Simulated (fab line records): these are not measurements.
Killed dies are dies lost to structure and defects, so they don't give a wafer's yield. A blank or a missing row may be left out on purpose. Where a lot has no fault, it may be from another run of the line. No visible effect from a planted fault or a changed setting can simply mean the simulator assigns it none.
Check of tool commonality | flow berkeleyCmos170 | Sample size 14 lots and 42 wafers

## REASON FOR OPENING
On 2 of the 14 lots, a flag is raised at UCB170_M2_CD_MEAS_15 on the reading cdNm. Wafers without a fault read 699.6 nm, standard deviation 1.5.
Rule: flag the lot when none of its wafers has a number, or when each of its wafers that has one lies beyond 4 standard deviations from that mean. As for the other lots, they are considered sound.

lot  | measured     | on       | cdNm (nm), wafer by wafer | flag
L261 | day 8 23:11  | cdSem-01 | 698.7 700.2 698.3         | 
L266 | day 9 07:28  | cdSem-02 | 698.7 699.4 697.5         | 
L268 | day 9 21:17  | cdSem-01 | 702.3 701.7 699.9         | 
L267 | day 9 21:25  | cdSem-01 | 699.8 700.1 698.8         | 
L269 | day 10 05:07 | cdSem-01 | 697.8 700.1 696.9         | 
L270 | day 10 06:29 | cdSem-02 | 697.1 698.9 698.5         | 
L271 | day 10 21:09 | cdSem-01 | 759.3 759.2 758.9         | FLAGGED
L272 | day 10 22:12 | cdSem-01 | 755.6 757.8 757.7         | FLAGGED
L278 | day 11 21:04 | cdSem-01 | 699.5 700.3 698.3         | 
L280 | day 12 15:20 | cdSem-01 | 701.7 702.4 701.3         | 
L279 | day 12 21:23 | cdSem-01 | 698.1 697.4 697.7         | 
L283 | day 12 21:58 | cdSem-01 | 699.7 700.9 700.1         | 
L282 | day 12 23:18 | cdSem-01 | 700.4 701.1 701.0         | 
L281 | day 12 23:38 | cdSem-01 | 700.1 700.2 699.1         | 
The numbers of the flagged lots are 758.1 nm on average: +58.5 nm against the usual, or +39 standard deviations.

## LOT BY LOT: THE TOOL USED
3 process steps preceding the reading are held in the record, out of 331 steps in the route. Read each cell as the tool, then ch plus the chambers that the sampled wafers visited, then the start.
lot  | flag    | UCB170_GATE_STRIP_16                | UCB170_SDANNEAL_RTA_00          | UCB170_M2_PEB_13
L261 |         | plasmaAsher-02 ch 0,1, day 7 13:58  | rtpAnneal-02 ch 0, day 8 04:34  | lithoTrack-01 ch 0, day 8 22:55
L266 |         | plasmaAsher-02 ch 0,1, day 7 20:41  | rtpAnneal-01 ch 0, day 8 14:04  | lithoTrack-01 ch 0, day 9 07:07
L268 |         | plasmaAsher-04 ch 1, day 8 14:04    | rtpAnneal-02 ch 0, day 9 06:11  | lithoTrack-04 ch 0, day 9 21:01
L267 |         | plasmaAsher-04 ch 0,1, day 8 14:20  | rtpAnneal-02 ch 0, day 9 07:25  | lithoTrack-01 ch 0, day 9 21:07
L269 |         | plasmaAsher-03 ch 0,1, day 8 22:01  | rtpAnneal-02 ch 0, day 9 14:44  | lithoTrack-04 ch 0, day 10 04:50
L270 |         | plasmaAsher-04 ch 0,1, day 8 21:44  | rtpAnneal-01 ch 0, day 9 14:52  | lithoTrack-01 ch 0, day 10 06:12
L271 | FLAGGED | plasmaAsher-03 ch 0,1, day 9 09:04  | rtpAnneal-01 ch 0, day 10 00:22 | lithoTrack-01 ch 0, day 10 20:53
L272 | FLAGGED | plasmaAsher-02 ch 0,1, day 9 08:49  | rtpAnneal-02 ch 0, day 10 00:42 | lithoTrack-01 ch 0, day 10 21:56
L278 |         | plasmaAsher-02 ch 0,1, day 10 12:22 | rtpAnneal-01 ch 0, day 11 03:36 | lithoTrack-04 ch 0, day 11 20:35
L280 |         | plasmaAsher-03 ch 0,1, day 11 09:50 | rtpAnneal-02 ch 0, day 11 23:51 | lithoTrack-02 ch 0, day 12 15:04
L279 |         | plasmaAsher-02 ch 0,1, day 11 09:59 | rtpAnneal-01 ch 0, day 12 05:26 | lithoTrack-04 ch 0, day 12 21:05
L283 |         | plasmaAsher-02 ch 0,1, day 11 10:26 | rtpAnneal-02 ch 0, day 12 05:41 | lithoTrack-02 ch 0, day 12 21:37
L282 |         | plasmaAsher-03 ch 0,1, day 11 10:19 | rtpAnneal-01 ch 0, day 12 05:55 | lithoTrack-02 ch 0, day 12 23:02
L281 |         | plasmaAsher-04 ch 0,1, day 11 10:07 | rtpAnneal-02 ch 0, day 12 06:11 | lithoTrack-04 ch 0, day 12 23:22
These steps, and what they do:
- UCB170_GATE_STRIP_16: strips in O2.
- UCB170_SDANNEAL_RTA_00: time 10 s.
- UCB170_M2_PEB_13
- UCB170_M2_CD_MEAS_15: target cd 700 nm.

## FLAGGED AGAINST TOTAL, ONE TOOL AT A TIME (gauges that did the reading follow at the end)
step                   | tool           | lots run | flagged | share of the flagged lots | sound lots run after its first flagged lot
UCB170_GATE_STRIP_16   | plasmaAsher-02 | 6        | 1       | some                      | 3 (L278,L279,L283)
UCB170_GATE_STRIP_16   | plasmaAsher-03 | 4        | 1       | some                      | 2 (L280,L282)
UCB170_GATE_STRIP_16   | plasmaAsher-04 | 4        | 0       | none                      | -
UCB170_SDANNEAL_RTA_00 | rtpAnneal-01   | 6        | 1       | some                      | 3 (L278,L279,L282)
UCB170_SDANNEAL_RTA_00 | rtpAnneal-02   | 8        | 1       | some                      | 3 (L280,L283,L281)
UCB170_M2_PEB_13       | lithoTrack-01  | 6        | 2       | all                       | 0
UCB170_M2_PEB_13       | lithoTrack-02  | 3        | 0       | none                      | -
UCB170_M2_PEB_13       | lithoTrack-04  | 5        | 0       | none                      | -
UCB170_M2_CD_MEAS_15   | cdSem-01       | 12       | 2       | all                       | 6 (L278,L280,L279,L283,L282,L281)
UCB170_M2_CD_MEAS_15   | cdSem-02       | 2        | 0       | none                      | -

## WHAT IS ALLOWED BY THE TABLE
Rows of the table that ran all the flagged lots, 2 in number: lithoTrack-01 at UCB170_M2_PEB_13; cdSem-01 at UCB170_M2_CD_MEAS_15.
- lithoTrack-01 at UCB170_M2_PEB_13 ran 6 lots, 2 of them flagged. It ran its last sound lot, L270, at day 10 06:12 and its first flagged lot, L271, at day 10 20:53: a fault with its onset between the two fits. Its own readings lie more than 4 standard deviations out on every wafer of the flagged lots: heaterPowerTotalW, plateTempC.
- cdSem-01 at UCB170_M2_CD_MEAS_15 ran 12 lots, 2 of them flagged. After the first flagged lot (L278, L280, L279, L283, L282, L281), sound lots still ran on it; a lasting fault on the whole tool would not permit that.
One tool is left: lithoTrack-01 at UCB170_M2_PEB_13.

## WHAT WAS PUT IN BY THE SIMULATOR
Process parameters drifting: lithoTrack-01 at UCB170_M2_PEB_13, beginning at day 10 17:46. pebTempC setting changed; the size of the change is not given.
Struck lots among those shown: L271, L272. The same result came from the rule above.
